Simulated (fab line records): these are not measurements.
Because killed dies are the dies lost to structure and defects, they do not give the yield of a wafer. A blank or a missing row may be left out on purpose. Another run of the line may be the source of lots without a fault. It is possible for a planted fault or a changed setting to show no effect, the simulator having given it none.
Split-lot study | flow berkeley_cmos170 | on a route of 331 steps: 5 lots, 23 wafers read

## SPLIT DETAILS
At UCB170_V2_EXPOSE_09 (exposes mask VIA2, target cd 700 nm), the setting dose_mj was moved away from the recipe's 37 on 9 of the 23 wafers read, by -6.8% to +7.4%. For the rest of the wafers, this setting stayed at what the recipe calls for.

## FROM THE SPLIT TO THE READING: what the file shows between them, 5 steps
- UCB170_V2_PEB_10
- UCB170_V2_DEVELOP_11: develop time 45 s
- UCB170_V2_CD_MEAS_12: target cd 700 nm
- UCB170_V2_ETCH_14: etches SiO2 in CHF3/CF4/Ar, stops on Al, target depth 1250 nm, time 291 s
- UCB170_V2_STRIP_15: strips in O2

## THE READING
cd_nm, in nm, at UCB170_V2_CD_MEAS_90 (target cd 700 nm). A value of 699.4 nm with a standard deviation of 1.7 nm is what fault-free wafers of this fab line usually give.

wafer  | tool, chamber at the split | dose_mj as run | against the recipe | cd_nm, nm | against lot-mates on the recipe
L074.1 | krf_scanner-01, 0          | 35.19          | -4.9%              | 696.2     | -5.8
L074.2 | krf_scanner-01, 0          | 35.19          | -4.9%              | 692.9     | -9.1
L074.3 | krf_scanner-01, 0          | 37             | recipe             | 702.0     | -
L074.4 | krf_scanner-01, 0          | 37             | recipe             | 701.3     | -
L074.6 | krf_scanner-01, 0          | 37             | recipe             | 702.6     | -
L078.1 | krf_scanner-01, 0          | 34.5           | -6.8%              | 688.4     | -12.0
L078.2 | krf_scanner-01, 0          | 34.5           | -6.8%              | 689.6     | -10.8
L078.3 | krf_scanner-01, 0          | 37             | recipe             | 700.1     | -
L078.4 | krf_scanner-01, 0          | 37             | recipe             | 700.0     | -
L078.5 | krf_scanner-01, 0          | 37             | recipe             | 701.0     | -
L081.3 | krf_scanner-01, 0          | 37             | recipe             | 698.8     | -
L081.5 | krf_scanner-01, 0          | 37             | recipe             | 700.3     | -
L081.6 | krf_scanner-01, 0          | 37             | recipe             | 699.5     | -
L084.2 | krf_scanner-01, 0          | 39.73          | +7.4%              | 713.4     | +12.9
L084.3 | krf_scanner-01, 0          | 37             | recipe             | 699.4     | -
L084.4 | krf_scanner-01, 0          | 37             | recipe             | 700.3     | -
L084.5 | krf_scanner-01, 0          | 37             | recipe             | 701.8     | -
L084.6 | krf_scanner-01, 0          | 39.73          | +7.4%              | 711.2     | +10.7
L083.1 | krf_scanner-01, 0          | 36.26          | -2.0%              | 693.7     | -4.2
L083.3 | krf_scanner-01, 0          | 36.26          | -2.0%              | 693.2     | -4.8
L083.4 | krf_scanner-01, 0          | 37             | recipe             | 698.4     | -
L083.5 | krf_scanner-01, 0          | 37             | recipe             | 697.5     | -
L083.6 | krf_scanner-01, 0          | 36.26          | -2.0%              | 694.9     | -3.1

THE FIT
A straight line over all 23 wafers: cd_nm changes by +1.61 nm for each +1% of dose_mj; r = +0.95; the points scatter about the line by 1.9 nm.
The same after taking each lot's own level away (the mean of its wafers on the recipe; 23 wafers): +1.63 nm for each +1%; r = +0.99; scatter 0.94 nm.
According to that fit, moving dose_mj by its largest amount changes the reading by 12 nm.
From 697.95 to 701.97 nm: that is the span of the lots' own levels, equal to 2.4 times the standard deviation above.
Hence the lot-to-lot level has little effect on the slope; both slopes agree.
Check: with one of the wafers moved furthest among these (+7.4%) left out of the fit, the line predicts +11.5 nm for it against its lot-mates. It came out at +12.9 nm against them.

## ADDITIONAL SPLITS CARRIED BY THESE WAFERS
Before the reading, these wafers also passed through other splits. Each is held against what the fit with the lots' levels taken away leaves over:
other split on the same wafers | wafers away from the commonest value | r with cd_nm (lot level and that fit taken away)
UCB170_V1_COAT_07 spin_rpm     | 4                                    | -0.14
UCB170_M2_SPUTTER_01 time_s    | 11                                   | +0.09
UCB170_M2_SOFTBAKE_06 time_s   | 8                                    | -0.09

## THE WHOLE CHAIN: every reading that the file lists as answering this split, in the file's order
step                 | what it does                                                              | reading                                                   | change (the file's fit)              | r (the file's)
UCB170_V2_CD_MEAS_12 | target cd 700 nm                                                          | cd_nm                                                     | +1.67 nm for each +1% of the setting | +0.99
UCB170_V2_ETCH_14    | etches SiO2 in CHF3/CF4/Ar, stops on Al, target depth 1250 nm, time 291 s | V2.cd_nm (the simulator's own value, which no gauge read) | +1.62 nm for each +1% of the setting | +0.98
UCB170_V2_CD_MEAS_90 | target cd 700 nm                                                          | cd_nm                                                     | +1.63 nm for each +1% of the setting | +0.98

## FILE'S OWN FIT
cd_nm changes by +1.63 nm for each +1% of dose_mj, r = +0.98.
